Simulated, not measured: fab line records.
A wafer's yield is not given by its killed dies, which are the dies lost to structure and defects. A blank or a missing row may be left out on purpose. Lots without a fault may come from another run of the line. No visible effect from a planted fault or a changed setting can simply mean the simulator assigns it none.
The tool behind it: which one? | flow berkeley-cmos170 | Sampling: 15 lots, 45 wafers, 3 of 331 route steps

## WHAT THE GAUGES READ, wafer by wafer
UCB170_CONTACT_CD_MEAS_90: target cd 700 nm. Usual: cd-nm 700.0 nm, standard deviation 1.3.
lot  | measured     | on        | cd-nm (nm)        | flag
L849 | day 9 05:40  | cd-sem-01 | 701.0 701.3 700.0 |
L847 | day 9 08:59  | cd-sem-01 | 700.4 701.5 700.6 |
L848 | day 9 09:20  | cd-sem-01 | 701.0 700.4 700.2 |
L852 | day 9 17:26  | cd-sem-01 | 699.8 700.8 699.3 |
L850 | day 9 20:50  | cd-sem-01 | 697.0 698.6 698.0 |
L854 | day 10 05:53 | cd-sem-02 | 699.2 700.3 698.9 |
L853 | day 10 06:31 | cd-sem-01 | 697.9 697.7 698.3 |
L855 | day 10 17:43 | cd-sem-02 | 700.1 698.9 698.4 |
L858 | day 10 18:13 | cd-sem-01 | 698.7 699.2 698.5 |
L856 | day 10 18:29 | cd-sem-01 | 700.4 699.3 698.6 |
L861 | day 11 18:10 | cd-sem-02 | 700.3 699.4 700.0 |
L860 | day 11 18:24 | cd-sem-02 | 699.3 698.5 698.8 |
L859 | day 11 19:58 | cd-sem-01 | 701.2 701.3 702.0 |
L864 | day 12 12:08 | cd-sem-01 | 701.8 701.2 702.1 |
L866 | day 13 05:05 | cd-sem-01 | 700.1 698.4 701.0 |

UCB170_V1_THK_MEAS_01. Usual: for V1_TEOS_THK the level is 1990 nm and the standard deviation is 27.
lot  | measured     | on            | V1_TEOS_THK (nm) | flag
L849 | day 9 10:27  | film-metro-03 | 1979 1964 2017   |
L847 | day 9 12:51  | film-metro-03 | 1967 1991 1973   |
L848 | day 9 14:11  | film-metro-02 | 2006 2062 2035   |
L852 | day 9 23:14  | film-metro-04 | 1968 2000 1977   |
L850 | day 10 00:34 | film-metro-03 | 1992 2034 2018   |
L854 | day 10 09:39 | film-metro-02 | 1962 1995 2012   |
L853 | day 10 11:07 | film-metro-03 | 1957 1983 1963   |
L855 | day 10 21:16 | film-metro-03 | 1974 1957 2011   |
L858 | day 10 22:35 | film-metro-04 | 1984 1990 2014   |
L856 | day 10 22:36 | film-metro-03 | 1987 1979 2003   |
L861 | day 11 21:35 | film-metro-03 | 1948 1966 1985   |
L860 | day 11 23:01 | film-metro-04 | 1999 1972 1979   |
L859 | day 12 00:15 | film-metro-03 | 1969 1981 2008   |
L864 | day 12 18:40 | film-metro-03 | 1992 2019 2009   |
L866 | day 13 08:51 | film-metro-03 | 1942 2016 1976   |

## TOOL THAT RAN EACH LOT (tool first, then ch and the chambers of the sampled wafers, then the start)
lot  | UCB170_M1_METAL_ETCH_12
L849 | rie-metal-01 ch 0,1, day 9 08:19
L847 | rie-metal-02 ch 0,1, day 9 10:55
L848 | rie-metal-04 ch 0,1, day 9 11:32
L852 | rie-metal-04 ch 0,1, day 9 20:30
L850 | rie-metal-02 ch 0,1, day 9 22:38
L854 | rie-metal-01 ch 0,1, day 10 07:48
L853 | rie-metal-02 ch 0,1, day 10 09:19
L855 | rie-metal-01 ch 0,1, day 10 19:25
L858 | rie-metal-02 ch 0,1, day 10 19:57
L856 | rie-metal-01 ch 0,1, day 10 20:30
L861 | rie-metal-02 ch 0,1, day 11 19:44
L860 | rie-metal-04 ch 0,1, day 11 20:20
L859 | rie-metal-01 ch 0,1, day 11 21:43
L864 | rie-metal-01 ch 0,1, day 12 15:35
L866 | rie-metal-02 ch 0,1, day 13 07:02
- UCB170_M1_METAL_ETCH_12: etches Al in Cl2/BCl3, stops on PSG, target depth 780 nm, time 130 s.

## AS READ BY THE TOOLS THEMSELVES (means over the sampled wafers that have a number; for cases with no such wafer, the mark the record gives instead)
UCB170_M1_METAL_ETCH_12. Usual: drypump-motor-current-A 5.6 A, standard deviation 0.38; oes-product-au 0.858 a.u., standard deviation 0.0096; throttle-valve-pct 24.43 %, standard deviation 0.26.
lot  | tool         | drypump-motor-current-A (A) | oes-product-au (a.u.) | throttle-valve-pct (%) | flag
L849 | rie-metal-01 | 6.0                         | 0.857                 | 24.49                  |
L847 | rie-metal-02 | 5.3                         | 0.859                 | 24.12                  |
L848 | rie-metal-04 | 5.3                         | 0.864                 | 24.50                  |
L852 | rie-metal-04 | 5.5                         | 0.861                 | 24.40                  |
L850 | rie-metal-02 | 5.3                         | 0.863                 | 24.13                  |
L854 | rie-metal-01 | 6.0                         | 0.851                 | 24.67                  |
L853 | rie-metal-02 | 5.3                         | 0.862                 | 24.13                  |
L855 | rie-metal-01 | 6.0                         | 0.851                 | 24.48                  |
L858 | rie-metal-02 | 5.3                         | 0.874                 | 24.12                  |
L856 | rie-metal-01 | 6.0                         | 0.855                 | 24.49                  |
L861 | rie-metal-02 | 5.3                         | 0.867                 | 24.12                  |
L860 | rie-metal-04 | 5.3                         | 0.852                 | 24.50                  |
L859 | rie-metal-01 | 6.0                         | 0.853                 | 24.67                  |
L864 | rie-metal-01 | 6.0                         | 0.855                 | 24.49                  |
L866 | rie-metal-02 | 5.2                         | 0.872                 | 24.18                  |

## THE ANSWER, worked out from the rows above alone
Rule: lot off if the mean of its wafers having a number is beyond 3 standard deviations from the usual mean. A lot without any number at a reading at which 4 lots or more have one is off too. All remaining lots with rows at the step are treated as sound. After the gauges, taken in route order, come the tools' own readings; for these a lot's mean is taken, as printed above. The first step at which some lot is off is used, and at that step the reading that is off furthest; a lot without a number counts as furthest.
Nothing can be told from this: no lot is off at any reading shown.

## WHAT THE SIMULATOR HAD INSERTED
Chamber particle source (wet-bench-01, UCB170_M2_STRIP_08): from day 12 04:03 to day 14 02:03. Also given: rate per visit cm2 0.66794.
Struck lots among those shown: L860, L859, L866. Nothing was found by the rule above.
